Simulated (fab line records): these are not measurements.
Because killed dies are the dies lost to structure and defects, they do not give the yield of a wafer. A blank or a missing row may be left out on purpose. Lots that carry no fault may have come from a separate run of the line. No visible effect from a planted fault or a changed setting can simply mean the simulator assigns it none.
A single fault, viewed from 2 desks + flow berkeley_cmos170 + numbers are kept per desk, each desk with only its own; the story behind them comes last

## THE METROLOGY DESK
What the gauges read for every lot (on any tool): the sampled wafers with a number, averaged. Any lot whose mean is over 4 standard deviations away from the usual mean is out of limits and marked OUT; that distance is given in the brackets.
Columns: A = ACTIVE_OVL at UCB170_ACTIVE_OVL_MEAS_14, usual -2 nm; B = PVT_OVL at UCB170_PVT_OVL_MEAS_06, usual 1 nm; C = GATE_POLY_THK at UCB170_GATE_THK_MEAS_05, usual 214.5 nm; D = PSD_TW at UCB170_PSD_TW_MEAS_10, usual 2318
| lot  | first seen here | A  | B  | C               | D    |
|------|-----------------|----|----|-----------------|------|
| L116 | day 4 19:44     | -2 | -6 | 214.9           | 2333 |
| L117 | day 5 02:26     | -0 | -3 | 215.8           | 2314 |
| L118 | day 5 12:22     | -4 | 5  | 213.3           | 2319 |
| L121 | day 5 19:48     | 4  | 7  | 212.9           | 2289 |
| L120 | day 5 20:02     | -3 | 2  | 214.4           | 2309 |
| L122 | day 6 04:08     | -4 | -6 | 213.4           | 2292 |
| L123 | day 6 04:22     | 0  | -0 | 212.6           | 2340 |
| L124 | day 6 13:46     | -1 | -2 | 213.0           | 2288 |
| L126 | day 7 03:29     | -2 | 5  | 157.5 (-24) OUT | 2341 |
| L125 | day 7 03:30     | 2  | -3 | 160.8 (-22) OUT | 2332 |
| L127 | day 7 15:13     | -2 | 0  | 210.8           | 2298 |
| L137 | day 9 19:53     | -2 | 1  | 212.7           | 2328 |
| L138 | day 9 20:11     | -4 | -4 | 217.1           | 2341 |
| L139 | day 10 08:14    | -1 | 5  | 212.5           | 2335 |
This desk's finding: out of limits on L125, L126; first on L125, day 9 10:16 (GATE_POLY_THK at UCB170_GATE_THK_MEAS_05). L116, L117, L118, L121, L120, L122, L123, L124, L127, L137, L138, L139: within limits.

## DESK OF THE TOOL OWNER: lpcvd-02
The tool's own readings at UCB170_GATE_CVD_04 (deposits poly-Si from SiH4, time 1440 s, target thk 214 nm): means of the sampled wafers that have a number, for each lot that ran on this tool. Any lot whose mean is over 4 standard deviations away from the usual mean is out of limits and marked OUT; that distance is given in the brackets.
Columns: A = spike_tc_centre_C at UCB170_GATE_CVD_04, usual 612.2 C; B = spike_tc_load_C at UCB170_GATE_CVD_04, usual 633.0 C; C = spike_tc_source_C at UCB170_GATE_CVD_04, usual 631.6 C; D = susceptor_temp_C at UCB170_GATE_CVD_04, usual 610.05 C
| lot  | first seen here | A                | B                | C                | D                |
|------|-----------------|------------------|------------------|------------------|------------------|
| L118 | day 8 04:24     | 612.4            | 632.6            | 631.6            | 610.12           |
| L120 | day 8 04:24     | 611.1            | 633.8            | 631.3            | 609.93           |
| L121 | day 8 04:24     | 611.6            | 633.6            | 631.8            | 609.68           |
| L122 | day 8 15:44     | 610.5            | 633.7            | 631.4            | 610.05           |
| L123 | day 8 15:44     | 613.1            | 632.0            | 634.3            | 610.02           |
| L125 | day 9 08:51     | 602.0 (-7.3) OUT | 619.6 (-5.6) OUT | 621.6            | 598.04 (-46) OUT |
| L126 | day 9 08:51     | 599.5 (-9.0) OUT | 621.9 (-4.6) OUT | 619.0 (-4.2) OUT | 598.15 (-46) OUT |
| L137 | day 12 00:26    | 613.3            | 632.0            | 634.6            | 610.02           |
| L138 | day 12 00:26    | 613.4            | 631.7            | 635.4            | 609.95           |
This desk finds L125, L126 out of limits, L125 being first, at day 9 08:51 (spike_tc_centre_C at UCB170_GATE_CVD_04). L118, L120, L121, L122, L123, L137, L138: within limits.

## PUT TOGETHER
An alarm could have come from the tool owner's desk at day 9 08:51, on L125, L126.
At day 9 10:16 the metrology desk could have sounded an alarm, on L125, L126.
On lpcvd-02, each named lot ran UCB170_GATE_CVD_04.

## WHAT THE SIMULATOR HAD PUT IN
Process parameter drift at UCB170_GATE_CVD_04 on lpcvd-02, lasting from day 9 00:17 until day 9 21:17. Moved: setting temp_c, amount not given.
Lots struck among those shown: L125, L126.
Fault start to first reading out of limits, in hours, per desk: tool owner, 9; metrology, 10.
